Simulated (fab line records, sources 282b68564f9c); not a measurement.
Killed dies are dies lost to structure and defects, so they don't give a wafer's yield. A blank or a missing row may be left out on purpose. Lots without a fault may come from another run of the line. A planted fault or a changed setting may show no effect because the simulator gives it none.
Problem report in the 8D (eight disciplines) form, filled by code | flow rit_cmos | the parts of the form that need people (team, actions taken, sign-off) are left out

1. THE PROBLEM
SPACER_NITRIDE_THK at RIT_SPACER_THK_MEAS_04 reads a mean of 420.4 nm on 3 wafers of 1 lot; wafers without a fault read 251.2 nm with a standard deviation of 2.4. That is +70 standard deviations from the usual mean.
First seen on wafer L446.1, day 5 05:52, on film_metro-02. The record holds 39 wafers of 13 lots with a number at this step. Rule for "out", or "out of limits": more than 4 standard deviations from the usual mean. The other wafers with a number count as sound.

2. WHAT IT IS AND WHAT IT IS NOT
question                    | is                     | is not
which readings at this step | SPACER_NITRIDE_THK     | -
which lots                  | L446                   | L436, L437, L439, L440, L442, L443, L444, L445, L448, L455, L456, L459
which wafers of those lots  | all that have a number | -
read on which gauges        | film_metro-02          | film_metro-01, film_metro-03
when                        | from day 5 05:52       | up to then (24 sound wafers); but 12 sound wafers of L448, L455, L456, L459 came after

3. SUSPECTS, AND WHAT RULES EACH OUT
Counting: a tool at a process step up to the reading stays a suspect if it ran every lot that is out and no sound lot after the first of them.
- the gauge at RIT_SPACER_THK_MEAS_04: ruled out. All the wafers that are out were read on film_metro-02, but those of them that RIT_SPACER_CVD_03 has rows for are out there too, on other tools.
- lpcvd-01 at RIT_SPACER_CVD_03 (deposits Si3N4 from SiH2Cl2/NH3, target thk 250 nm, time 3300 s): kept. It ran the lot that is out, L446 (day 5 03:56), and no sound lot after that; its last sound lot up to then is L445 (day 4 21:43). Its own readings are out on those wafers: spike_tc_centre_C, spike_tc_load_C, spike_tc_source_C, susceptor_temp_C, zone_power_load_pct.
Left after counting: lpcvd-01 at RIT_SPACER_CVD_03.

4. THE CAUSE (what the simulator had put in)
Process parameter drift: lpcvd-01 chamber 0, from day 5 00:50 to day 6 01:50, at RIT_SPACER_CVD_03. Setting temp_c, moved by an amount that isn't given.
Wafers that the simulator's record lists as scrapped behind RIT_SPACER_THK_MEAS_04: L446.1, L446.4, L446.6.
Counting left only this tool.

5. THE CHAIN OF EFFECTS, in route order
Each row: a reading whose mean over the struck wafers that have a number lies more than 3 standard deviations from the usual. Only readings for which the record gives a usual standard deviation are gone through. hours: the time from each lot's start at the first step in this table that gives one to its start at this step, as a median over the lots. sigmas: the change in usual standard deviations.
hours | step                   | reading               | usual    | on struck wafers | change | sigmas
0     | RIT_SPACER_CVD_03      | spike_tc_centre_C     | 811.3 C  | 859.2            | +47.9  | +44
0     | RIT_SPACER_CVD_03      | spike_tc_load_C       | 836.8 C  | 886.4            | +49.6  | +23
0     | RIT_SPACER_CVD_03      | spike_tc_source_C     | 833.0 C  | 877.9            | +44.9  | +20
0     | RIT_SPACER_CVD_03      | susceptor_temp_C      | 810.0 C  | 858.4            | +48.4  | +99 or more
0     | RIT_SPACER_CVD_03      | zone_power_load_pct   | 22.7 %   | 25.2             | +2.5   | +5.5
0     | RIT_SPACER_CVD_03      | zone_power_source_pct | 20.6 %   | 25.2             | +4.6   | +3.5
2     | RIT_SPACER_THK_MEAS_04 | SPACER_NITRIDE_THK    | 251.2 nm | 420.4            | +169.2 | +70
The process steps in it:
- RIT_SPACER_CVD_03: deposits Si3N4 from SiH2Cl2/NH3, target thk 250 nm, time 3300 s.

6. WHAT WOULD HAVE CAUGHT IT SOONER
In this record the first reading out of limits at a measuring or inspecting step was taken at day 5 05:52, 5 hours after the fault began at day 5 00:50.
The tool's own readings at RIT_SPACER_CVD_03 were out on every struck wafer that the step has a row for (spike_tc_centre_C, spike_tc_load_C, spike_tc_source_C, susceptor_temp_C, zone_power_load_pct): an alarm limit on them would have fired on the first of those.
All the lots that are out (1) had begun RIT_SPACER_CVD_03 on lpcvd-01 by day 5 05:52. A hold on the tool at that time would have spared none of them.
